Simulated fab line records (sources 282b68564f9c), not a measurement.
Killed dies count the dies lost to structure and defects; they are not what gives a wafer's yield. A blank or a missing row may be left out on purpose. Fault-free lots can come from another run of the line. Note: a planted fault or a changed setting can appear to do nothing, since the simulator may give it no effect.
A lot that was struck, set against a sound lot    flow ritCmos    17 steps out of a route of 202
Sound: wafers L590.2, L590.3, L590.5. The struck wafers were L602.4, L602.5, L602.6. Last of all comes the cause.
Each step with rows lists, per side, the tool, then ch with its chambers, then its first start. Under that, the readings that differ: sound wafers    struck wafers    difference of the means    sigmas: that difference in standard deviations of wafers without a fault.
alike: readings whose means differ by less than 2 such deviations, and words and numbers that are the same on both sides. not compared: withheld readings, readings that some wafer has no value for, bounds like >300 that may hide the same value, and numbers for which the record gives no deviation and whose values overlap.
Wherever a step has rows on one side only, a row that says differs or no value, or a row with sigmas, the two part there. When numbers do not overlap yet have no deviation, they are printed without sigmas and do not part them. A reading that every wafer of one side lacks parts them only if that side has two wafers or more.

first, 2 steps without rows for these wafers: RIT_NRETRO_HARDBAKE_07 (time 120 s); RIT_NRETRO_IMPLANT_08.
RIT_NRETRO_STRIP_09: strips in O2, time 180 s.
  sound on plasmaAsher-03 ch 0,1, day 2 16:34; struck on plasmaAsher-03 ch 0,1, day 5 05:35
  alike: drypumpMotorCurrentA, o2FlowSccm
  not compared: rfHoursCounterH
RIT_NRETRO_TW_MEAS_10:
  struck on filmMetro-04, day 5 05:43; sound on filmMetro-03, day 2 16:44
reading    sound           struck          difference  sigmas
NRETRO_TW  1043 1044 1050  1057 1060 1054  +11         +2
then, 6 steps without rows for these wafers: RIT_PRETRO_HMDS_00 (prime time 60 s); RIT_PRETRO_COAT_01 (resist thk 1300 nm); RIT_PRETRO_SOFTBAKE_02 (time 60 s); RIT_PRETRO_EXPOSE_03 (exposes mask M5, target cd 43700 nm); RIT_PRETRO_PEB_04; RIT_PRETRO_DEVELOP_05 (develop time 68 s).
RIT_PRETRO_OVL_MEAS_06:
  struck on overlay-01, day 5 06:48; sound on overlay-02, day 2 17:41
  alike: PRETRO_OVL
then, 1 step without rows for these wafers: RIT_PRETRO_HARDBAKE_07 (time 120 s).
RIT_PRETRO_IMPLANT_08:
  sound on implanter-02 ch 0, day 2 17:59; struck on implanter-02 ch 0, day 5 07:08
reading                   sound                 struck                difference  sigmas
beamEnergyKeV             45.004 45.025 45.029  29.226 29.235 29.262  -15.778     -99 or more
model.implant.rpNm (nm)   142.4 142.4 142.4     95.75 95.75 95.75     -46.65      
model.implant.drpNm (nm)  55.07 55.07 55.07     42.09 42.09 42.09     -12.98      
RIT_PRETRO_STRIP_09: strips in O2, time 180 s.
  sound on plasmaAsher-01 ch 0,1, day 2 18:07; struck on plasmaAsher-02 ch 0,1, day 5 07:17
  alike: drypumpMotorCurrentA, o2FlowSccm
  not compared: rfHoursCounterH
RIT_PRETRO_TW_MEAS_10:
  struck on filmMetro-03, day 5 07:25; sound on filmMetro-01, day 2 18:17
reading    sound              struck             difference  sigmas
PRETRO_TW  469.7 472.2 471.9  433.2 433.9 436.2  -36.8       -14
then, 1 step without rows for these wafers: RIT_GATE_WET_ETCH_00 (etches SiO2 in BOE, target depth 56 nm, time 60 s).
RIT_M1_PROBE_99:
  struck on prober-01, day 6 08:17; sound on prober-01, day 3 20:49
reading                           sound              struck             difference  sigmas
model.etest.nmos_0p3.rOnOhmUm     2245 2268 2251     2444 2516 2472     +223        
model.etest.nmos_0p15.rOnOhmUm    1198 1214 1180     1225 1251 1229     +38         
model.etest.nmosTurned.driveUaUm  288.5 286.1 301    242.3 244.9 252.8  -45.2       
model.etest.nmos_0p15.driveUaUm   447.4 443.7 459.9  405.5 400.8 405.9  -46.3       
model.etest.nmos_0p3.driveUaUm    215.5 215.4 218.2  183.3 177.9 178.1  -36.6       
model.etest.nmosNarrow.driveUaUm  217 213.9 215      183.7 177.9 180.7  -34.5       
model.etest.nmos_0p15.swingMvDec  86.13 85.93 86.33  87.71 88.2 88.22   +1.91       
model.etest.ring.delayPs          27.56 27.95 27.16  28.78 29.52 29.04  +1.56       
  alike: killed_at_M0_to_M3, killedAtContacts, killedAtFrontEnd, killedDies, killedOpen, killedShort

WHERE THEY PART
Last at RIT_PRETRO_TW_MEAS_10 as far as this record goes, first at RIT_NRETRO_TW_MEAS_10. Later steps at which nothing parts them and some readings are alike: RIT_M1_PROBE_99.

WHY: the cause the simulator had injected
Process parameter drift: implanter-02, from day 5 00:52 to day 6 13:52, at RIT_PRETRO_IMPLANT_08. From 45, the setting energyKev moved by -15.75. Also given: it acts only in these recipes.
